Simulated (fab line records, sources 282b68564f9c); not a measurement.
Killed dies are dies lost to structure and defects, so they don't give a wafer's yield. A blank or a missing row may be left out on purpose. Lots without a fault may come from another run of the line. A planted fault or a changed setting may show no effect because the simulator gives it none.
A struck lot beside a sound one | flow rit_cmos | 18 steps out of a route of 202
Sound: wafers L612.1, L612.5, L612.6. Struck: wafers L616.2, L616.4, L616.5. The cause comes at the end.
At each step with rows: each side's tool, then ch and its chambers, then its first start. Under that, the readings that differ: sound wafers | struck wafers | difference of the means | sigmas: that difference in standard deviations of wafers without a fault.
alike: readings whose means differ by less than 2 such deviations, and words and numbers that are the same on both sides. not compared: withheld readings, readings that some wafer has no value for, bounds like >300 that may hide the same value, and numbers for which the record gives no deviation and whose values overlap.
The two part at a step that has a row with sigmas, a row that says differs or no value, or rows on one side only. Numbers that don't overlap but have no deviation are shown without sigmas and don't part them. A reading that every wafer of one side lacks parts them only if that side has two wafers or more.

first, 4 steps without rows for these wafers: RIT_PSD_SOFTBAKE_02 (time 60 s); RIT_PSD_EXPOSE_03 (exposes mask M10, target cd 40900 nm); RIT_PSD_PEB_04; RIT_PSD_DEVELOP_05 (develop time 50 s).
RIT_PSD_OVL_MEAS_06:
  sound on overlay-02, day 4 18:31; struck on overlay-01, day 5 14:50
  reading      | sound       | struck       | difference | sigmas
  PSD_OVL (nm) | 2.2 2.8 4.2 | -0.1 0.7 0.1 | -2.8       | -2
then, 2 steps without rows for these wafers: RIT_PSD_HARDBAKE_07 (time 60 s); RIT_PSD_IMPLANT_08.
RIT_PSD_STRIP_09: strips in O2, time 180 s.
  sound on plasma_asher-01 ch 0,1, day 4 18:52; struck on plasma_asher-01 ch 0,1, day 5 15:10
  alike: chamber_pressure_mTorr, drypump_motor_current_A
  not compared: rf_hours_counter_h
RIT_PSD_TW_MEAS_10:
  sound on film_metro-03, day 4 19:02; struck on film_metro-03, day 5 15:21
  alike: PSD_TW
then, 3 steps without rows for these wafers: RIT_SDANNEAL_CLEAN_00 (cleans in SC1, time 600 s); RIT_SDANNEAL_CLEAN_01 (cleans in dHF, time 30 s); RIT_SDANNEAL_CLEAN_02 (cleans in SC2, time 600 s).
RIT_SDANNEAL_RTA_03: time 5 s.
  sound on rtp_anneal-01 ch 0, day 4 19:28; struck on rtp_anneal-01 ch 0, day 5 15:48
  alike: ramp_down_c_per_s, wafer_temp_C_max
RIT_SDANNEAL_RS_MEAS_04: measures by four-point-probe.
  sound on film_metro-02, day 4 19:31; struck on film_metro-04, day 5 15:52
  reading         | sound                | struck            | difference | sigmas
  PSD_RS (ohm/sq) | 115.86 115.97 115.75 | 72.78 72.92 72.69 | -43.06     | -99 or more
RIT_SDANNEAL_RS_MEAS_05: measures by four-point-probe.
  sound on film_metro-02, day 4 19:38; struck on film_metro-04, day 5 15:59
  reading         | sound             | struck            | difference | sigmas
  NSD_RS (ohm/sq) | 84.10 84.06 84.06 | 76.83 77.00 77.17 | -7.07      | -26
RIT_SDANNEAL_RS_MEAS_06: measures by four-point-probe.
  sound on film_metro-02, day 4 19:46; struck on film_metro-04, day 5 16:07
  reading          | sound             | struck            | difference | sigmas
  PLDD_RS (ohm/sq) | 178.6 178.7 178.7 | 142.0 142.5 142.0 | -36.5      | -83
RIT_SDANNEAL_RS_MEAS_07: measures by four-point-probe.
  sound on film_metro-02, day 4 19:53; struck on film_metro-04, day 5 16:14
  reading          | sound             | struck            | difference | sigmas
  NLDD_RS (ohm/sq) | 151.2 150.9 150.1 | 143.4 143.7 143.1 | -7.3       | -15
then, 1 step without rows for these wafers: RIT_SILICIDE_WET_ETCH_00 (etches SiO2 in BOE, target depth 14 nm, time 15 s).

WHERE THEY PART
First at RIT_PSD_OVL_MEAS_06; last, within this record, at RIT_SDANNEAL_RS_MEAS_07.

WHY: what the simulator had put in
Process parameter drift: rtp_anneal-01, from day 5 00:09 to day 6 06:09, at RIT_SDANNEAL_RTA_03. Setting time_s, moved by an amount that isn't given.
